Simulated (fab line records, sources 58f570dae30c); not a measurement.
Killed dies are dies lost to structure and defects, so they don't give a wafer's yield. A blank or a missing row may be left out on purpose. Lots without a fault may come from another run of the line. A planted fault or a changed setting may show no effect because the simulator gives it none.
Which tool did it? | flow berkeley_cmos170 | 15 lots, 45 wafers sampled, at 5 steps of a route of 331

WHAT THE GAUGES READ, wafer by wafer
UCB170_PWELL_TW_MEAS_17. Usual: PWELL_TW 379.6, standard deviation 1.9.
lot  | measured    | on            | PWELL_TW          | flag
L376 | day 2 23:21 | film_metro-02 | 378.2 379.6 378.9 |
L377 | day 3 05:24 | film_metro-02 | 380.0 380.9 378.2 |
L378 | day 3 16:33 | film_metro-01 | 380.6 380.6 383.6 |
L380 | day 3 16:47 | film_metro-04 | 375.1 378.0 376.7 |
L379 | day 3 16:52 | film_metro-02 | 381.5 379.8 379.3 |
L382 | day 3 22:42 | film_metro-01 | 379.6 380.3 379.1 |
L381 | day 4 00:55 | film_metro-01 | 380.3 377.2 377.8 |
L383 | day 4 15:17 | film_metro-01 | 379.8 379.7 378.8 |
L384 | day 4 15:31 | film_metro-02 | 380.1 380.4 380.6 |
L385 | day 4 19:46 | film_metro-02 | 379.7 378.6 378.7 |
L386 | day 5 00:38 | film_metro-02 | 381.4 379.6 382.8 |
L387 | day 5 05:15 | film_metro-04 | 381.1 376.9 378.5 |
L388 | day 5 14:22 | film_metro-01 | 383.8 382.7 383.9 |
L389 | day 5 19:52 | film_metro-04 | 377.5 377.7 378.2 |
L390 | day 6 05:56 | film_metro-04 | 376.7 379.0 377.9 |

UCB170_ACTIVE_CD_MEAS_90: target cd 1200 nm. Usual: cd_nm 1199.5 nm, standard deviation 1.4.
lot  | measured    | on        | cd_nm (nm)           | flag
L376 | day 3 23:52 | cd_sem-01 | 1200.5 1199.9 1199.9 |
L377 | day 4 09:03 | cd_sem-01 | 1198.8 1199.6 1199.4 |
L378 | day 4 19:52 | cd_sem-02 | 1199.1 1198.9 1200.3 |
L380 | day 4 20:10 | cd_sem-01 | 1198.5 1198.6 1199.8 |
L379 | day 4 22:46 | cd_sem-02 | 1202.4 1201.6 1202.7 |
L382 | day 5 02:46 | cd_sem-01 | 1203.7 1202.3 1201.7 |
L381 | day 5 03:14 | cd_sem-02 | 1200.0 1199.9 1198.9 |
L383 | day 6 00:22 | cd_sem-01 | 1199.2 1198.5 1199.9 |
L384 | day 6 00:29 | cd_sem-01 | 1200.1 1199.5 1199.1 |
L385 | day 6 00:44 | cd_sem-02 | 1199.0 1198.8 1198.8 |
L386 | day 6 18:39 | cd_sem-02 | 1201.5 1200.7 1200.3 |
L387 | day 7 03:02 | cd_sem-01 | 1200.3 1199.9 1200.0 |
L388 | day 7 02:55 | cd_sem-02 | 1197.8 1198.9 1198.5 |
L389 | day 7 03:14 | cd_sem-02 | 1197.2 1196.0 1196.4 |
L390 | day 7 08:41 | cd_sem-02 | 1199.5 1198.5 1199.2 |

UCB170_PVT_TW_MEAS_09. Usual: PVT_TW 508.4, standard deviation 2.4.
lot  | measured    | on            | PVT_TW            | flag
L376 | day 5 07:30 | film_metro-04 | 505.6 506.3 506.7 |
L377 | day 5 16:24 | film_metro-02 | 509.9 510.1 508.9 |
L378 | day 6 10:55 | film_metro-02 | 507.5 507.9 508.3 |
L380 | day 6 11:28 | film_metro-01 | 509.5 510.2 511.5 |
L379 | day 6 22:52 | film_metro-02 | 504.5 509.1 505.3 |
L382 | day 6 22:30 | film_metro-04 | 504.9 506.7 508.5 |
L381 | day 6 22:19 | film_metro-01 | 510.2 511.8 512.3 |
L383 | day 7 11:11 | film_metro-04 | 506.2 504.7 505.4 |
L384 | day 7 11:02 | film_metro-02 | 508.7 509.5 507.8 |
L385 | day 7 10:46 | film_metro-01 | 511.7 510.4 510.7 |
L386 | day 7 22:56 | film_metro-01 | 511.1 510.2 510.1 |
L387 | day 8 05:45 | film_metro-02 | 666.4 664.5 668.0 | OFF
L388 | day 8 05:12 | film_metro-02 | 669.3 668.8 669.7 | OFF
L389 | day 8 05:28 | film_metro-04 | 670.4 663.5 665.1 | OFF
L390 | day 8 12:42 | film_metro-02 | 669.4 669.6 673.2 | OFF

UCB170_NSD_OVL_MEAS_07. Usual: NSD_OVL 7 nm, standard deviation 4.4.
lot  | measured    | on         | NSD_OVL (nm) | flag
L376 | day 6 17:46 | overlay-01 | 7 6 2        |
L377 | day 7 00:12 | overlay-02 | 8 4 9        |
L378 | day 7 18:20 | overlay-01 | 20 23 12     |
L380 | day 7 13:42 | overlay-01 | 3 9 10       |
L379 | day 7 20:20 | overlay-02 | 0 -3 3       |
L382 | day 7 20:32 | overlay-01 | 7 5 7        |
L381 | day 7 20:15 | overlay-01 | 2 8 2        |
L383 | day 8 15:19 | overlay-01 | 10 2 7       |
L384 | day 8 15:36 | overlay-01 | 8 14 13      |
L385 | day 8 13:29 | overlay-01 | 6 5 9        |
L386 | day 8 19:35 | overlay-01 | 11 2 7       |
L387 | day 9 05:58 | overlay-01 | 7 9 7        |
L388 | day 9 06:01 | overlay-02 | 6 8 10       |
L389 | day 9 05:44 | overlay-01 | 13 6 3       |
L390 | day 9 14:32 | overlay-01 | 8 13 9       |

WHICH TOOL RAN EACH LOT (tool, then ch and the chambers of the sampled wafers, then the start)
lot  | UCB170_PVT_IMPLANT_07
L376 | implanter-02 ch 0, day 5 07:16
L377 | implanter-01 ch 0, day 5 16:10
L378 | implanter-01 ch 0, day 6 10:40
L380 | implanter-03 ch 0, day 6 11:13
L379 | implanter-01 ch 0, day 6 22:40
L382 | implanter-02 ch 0, day 6 22:15
L381 | implanter-01 ch 0, day 6 22:07
L383 | implanter-02 ch 0, day 7 10:57
L384 | implanter-03 ch 0, day 7 10:48
L385 | implanter-01 ch 0, day 7 10:31
L386 | implanter-02 ch 0, day 7 22:36
L387 | implanter-03 ch 0, day 8 05:30
L388 | implanter-02 ch 0, day 8 04:57
L389 | implanter-03 ch 0, day 8 05:13
L390 | implanter-01 ch 0, day 8 12:27
- UCB170_PVT_IMPLANT_07

WHAT THE TOOLS THEMSELVES READ (means of the sampled wafers that have a number; where no wafer has one, the mark that the record gives instead)
The record holds no such reading with a usual standard deviation.

THE ANSWER, worked out from the rows above alone
Rule: a lot is off if the mean of its wafers that have a number lies more than 3 standard deviations from the usual mean. A lot without any number at a reading at which 4 lots or more have one is off too. The other lots that the step has rows for count as sound. The gauges are gone through in route order, then the tools' own readings, and for those a lot's mean is taken as printed above. The first step at which some lot is off is used, and at that step the reading that is off furthest; a lot without a number counts as furthest.
Off: L387, L388, L389, L390, at UCB170_PVT_TW_MEAS_09 (PVT_TW).
A tool fits if, at a process step before that reading, it ran every lot that is off, and no sound lot after the first of them. The gauges at UCB170_PVT_TW_MEAS_09 are tried like those tools. None of those tried fits.

WHAT THE SIMULATOR HAD PUT IN
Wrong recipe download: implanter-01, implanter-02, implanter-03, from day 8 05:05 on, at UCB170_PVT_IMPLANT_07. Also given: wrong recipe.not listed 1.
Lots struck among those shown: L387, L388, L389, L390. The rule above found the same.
